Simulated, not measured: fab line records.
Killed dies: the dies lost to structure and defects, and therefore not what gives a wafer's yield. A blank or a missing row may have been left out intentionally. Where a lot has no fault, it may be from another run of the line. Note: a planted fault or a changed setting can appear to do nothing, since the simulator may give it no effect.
Code-filled problem report in 8D (eight disciplines) form -- flow berkeley-cmos170 -- the parts of the form that need people (team, actions taken, sign-off) are left out

## 1. THE ISSUE
Mean of lamp-power-pct at UCB170_CONTACT_RTA_08: 27.18 % across 6 wafers in 2 lots; on wafers with no fault it is 25.64 % (standard deviation 0.13). That puts it +12 standard deviations away from the usual mean.
The step: time 10 s.
First observed at day 10 13:06: wafer L289.2, on rtp-anneal-02. At this step, 42 wafers from 14 lots have a number in the record. The rule behind "out" and "out of limits": a value lying over 4 standard deviations away from the usual mean. Any other wafer with a number is counted as sound.

## 2. WHAT IT IS, WHAT IT ISN'T
question,is,is not
which readings at this step,lamp-power-pct,wafer_temp_C_max
which lots,"L288, L289","L272, L273, L275, L276, L277, L278, L279, L280, L282, L287, L294, L295"
which wafers of those lots,all that have a number,-
read on which tools,rtp-anneal-02,rtp-anneal-01
when,from day 10 13:06,"up to then (27 sound wafers); but 9 sound wafers of L287, L294, L295 came after"

## 3. SUSPECTS, AND WHAT RULES EACH OUT
Counting: a tool at any process step up to the reading remains a suspect when it ran all the lots that are out and ran no sound lot after the first of those.
- rtp-anneal-02 at UCB170_SDANNEAL_RTA_01 (time 5 s): kept. It processed each lot that is out, first L289 at day 10 08:34, and no sound lot thereafter; up to then, the last sound lot it processed was L279 at day 8 15:19.
- rtp-anneal-02 at UCB170_CONTACT_RTA_08 (time 10 s): kept. It processed each lot that is out, first L289 at day 10 13:06, and no sound lot thereafter; up to then, the last sound lot it processed was L282 at day 9 14:37. Out on those wafers are its own readings of lamp-power-pct.
What counting leaves: rtp-anneal-02 at UCB170_SDANNEAL_RTA_01 and rtp-anneal-02 at UCB170_CONTACT_RTA_08.

## 4. THE CAUSE (what the simulator had put in)
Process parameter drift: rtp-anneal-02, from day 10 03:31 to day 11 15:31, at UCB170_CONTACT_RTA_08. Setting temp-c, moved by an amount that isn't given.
This tool is one of the 2 suspects left after counting.

## 5. THE CHAIN OF EFFECTS, in route order
Rows list readings where the struck wafers' mean (over those with a number) sits beyond 3 standard deviations from the usual. Only readings for which the record gives a usual standard deviation are gone through. hours: the time from each lot's start at the first step in this table that gives one to its start at this step, as a median over the lots. sigmas: the change in usual standard deviations.
hours,step,reading,usual,on struck wafers,change,sigmas
0,UCB170_CONTACT_RTA_08,lamp-power-pct,25.64 %,27.18,+1.54,+12
Here are the process steps it includes:
- UCB170_CONTACT_RTA_08: time 10 s.
Later steps that measure or inspect, where all struck wafers having a row at the step show a number for every such reading and not one has moved that far: UCB170_M2_OVL_MEAS_16.

## 6. WHAT WOULD HAVE CAUGHT IT SOONER
The fault began at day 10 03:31; the first out-of-limits reading in this record came at day 10 13:06, 10 hours later.
